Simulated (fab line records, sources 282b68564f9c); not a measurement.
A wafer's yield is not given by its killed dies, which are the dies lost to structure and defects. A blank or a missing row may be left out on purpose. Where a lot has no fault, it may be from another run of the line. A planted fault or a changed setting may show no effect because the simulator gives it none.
Comparing a struck lot with a sound one	flow rit cmos	18 steps out of a route of 202
Sound: wafers L464.1, L464.3, L464.6. The struck wafers were L475.1, L475.4, L475.5. Last of all comes the cause.
Each step with rows lists, per side, the tool, then ch with its chambers, then its first start. Under that, the readings that differ: sound wafers	struck wafers	difference of the means	sigmas: that difference in standard deviations of wafers without a fault.
alike: readings whose means differ by less than 2 such deviations, and words and numbers that are the same on both sides. not compared: withheld readings, readings that some wafer has no value for, bounds like >300 that may hide the same value, and numbers for which the record gives no deviation and whose values overlap.
The two part at a step that has a row with sigmas, a row that says differs or no value, or rows on one side only. Numbers that don't overlap but have no deviation are shown without sigmas and don't part them. A reading that every wafer of one side lacks parts them only if that side has two wafers or more.

RIT_SDANNEAL_RS_MEAS_07: the measuring method here is four-point-probe.
  struck on film metro-01, day 5 18:33; sound on film metro-01, day 3 17:19
  alike: NLDD_RS
then, 1 step without rows for these wafers: RIT_SILICIDE_WET_ETCH_00 (etches SiO2 in BOE, target depth 14 nm, time 15 s).
RIT_SILICIDE_SPUTTER_01: material Ti, target thk 30 nm, time 240 s.
  struck on pvd sputter-01, day 5 18:41; sound on pvd sputter-01, day 3 17:27
  alike: throttle valve pct
RIT_SILICIDE_RS_MEAS_02: the measuring method here is four-point-probe.
  struck on film metro-04, day 5 18:50; sound on film metro-04, day 3 17:36
  alike: SILICIDE_TI_RS
RIT_SILICIDE_THK_MEAS_03: measures by xrf.
  struck on film metro-04, day 5 18:58; sound on film metro-04, day 3 17:43
  alike: SILICIDE_TI_THK
RIT_SILICIDE_RTA_04: time 10 s, ramp up 5 s, ramp down 5 s.
  sound on rtp anneal-02 ch 0, day 3 17:47; struck on rtp anneal-01 ch 0, day 5 19:01
  alike: wafer_temp_C_max
then, 1 step without rows for these wafers: RIT_SILICIDE_WET_ETCH_05 (etches Ti in SPM, time 120 s).
RIT_SILICIDE_RTA_06: time 10 s, ramp up 5 s, ramp down 10 s.
  sound on rtp anneal-01 ch 0, day 3 17:53; struck on rtp anneal-02 ch 0, day 5 19:08
  alike: wafer_temp_C_max
RIT_CONTACT_CVD_00: deposits SiO2 from TEOS, target thk 400 nm, time 61 s.
  sound on pecvd-04 ch 1,2, day 3 17:58; struck on pecvd-03 ch 0,1,2, day 5 19:11
  alike: heater power w
  not compared: since wet clean h
RIT_CONTACT_THK_MEAS_01:
  struck on film metro-02, day 5 19:14; sound on film metro-04, day 3 18:01
  alike: CONTACT_TEOS_THK
then, 2 steps without rows for these wafers: RIT_CONTACT_HMDS_02 (prime time 60 s); RIT_CONTACT_COAT_03 (resist thk 1000 nm).
RIT_CONTACT_SOFTBAKE_04: time 60 s.
  sound on litho track-03 ch 0, day 3 18:22; struck on litho track-01 ch 0, day 5 19:36
reading	sound	struck	difference	sigmas
heater power total W (W)	34.59 34.45 34.65	32.59 32.53 32.63	-1.98	-39
plate temp C (C)	90.03 89.88 89.94	86.18 86.21 86.44	-3.67	-28
then, 2 steps without rows for these wafers: RIT_CONTACT_EXPOSE_05 (exposes mask M11, target cd 1000 nm); RIT_CONTACT_PEB_06.
RIT_CONTACT_DEVELOP_07: develop time 120 s.
  sound: litho track-02 ch 0; struck: litho track-01 ch 0
reading	sound	struck	difference	sigmas
model.NOVOLAK_of_CONTACT_COAT_03.thk nm (nm)	997.5 1003 997.9	1010 1013 1010	+12	
  alike: developer temp C
RIT_CONTACT_CD_MEAS_08 targets a cd of 1000 nm.
  struck on cd sem-02, day 5 20:16; sound on cd sem-01, day 3 19:10
  alike: cd nm
RIT_M1_PROBE_99:
  struck on prober-01, day 6 01:34; sound on prober-02, day 4 00:19
  alike: killed at front end, killed dies, killed on rim, killed open, killed short

== WHERE THEY PART ==
Only at RIT_CONTACT_SOFTBAKE_04, as far as this record shows. Later steps at which nothing parts them and some readings are alike: RIT_CONTACT_DEVELOP_07, RIT_CONTACT_CD_MEAS_08, RIT_M1_PROBE_99.

WHY: what the simulator had put in
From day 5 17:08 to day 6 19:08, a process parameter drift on litho track-01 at RIT_CONTACT_SOFTBAKE_04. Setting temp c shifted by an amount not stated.
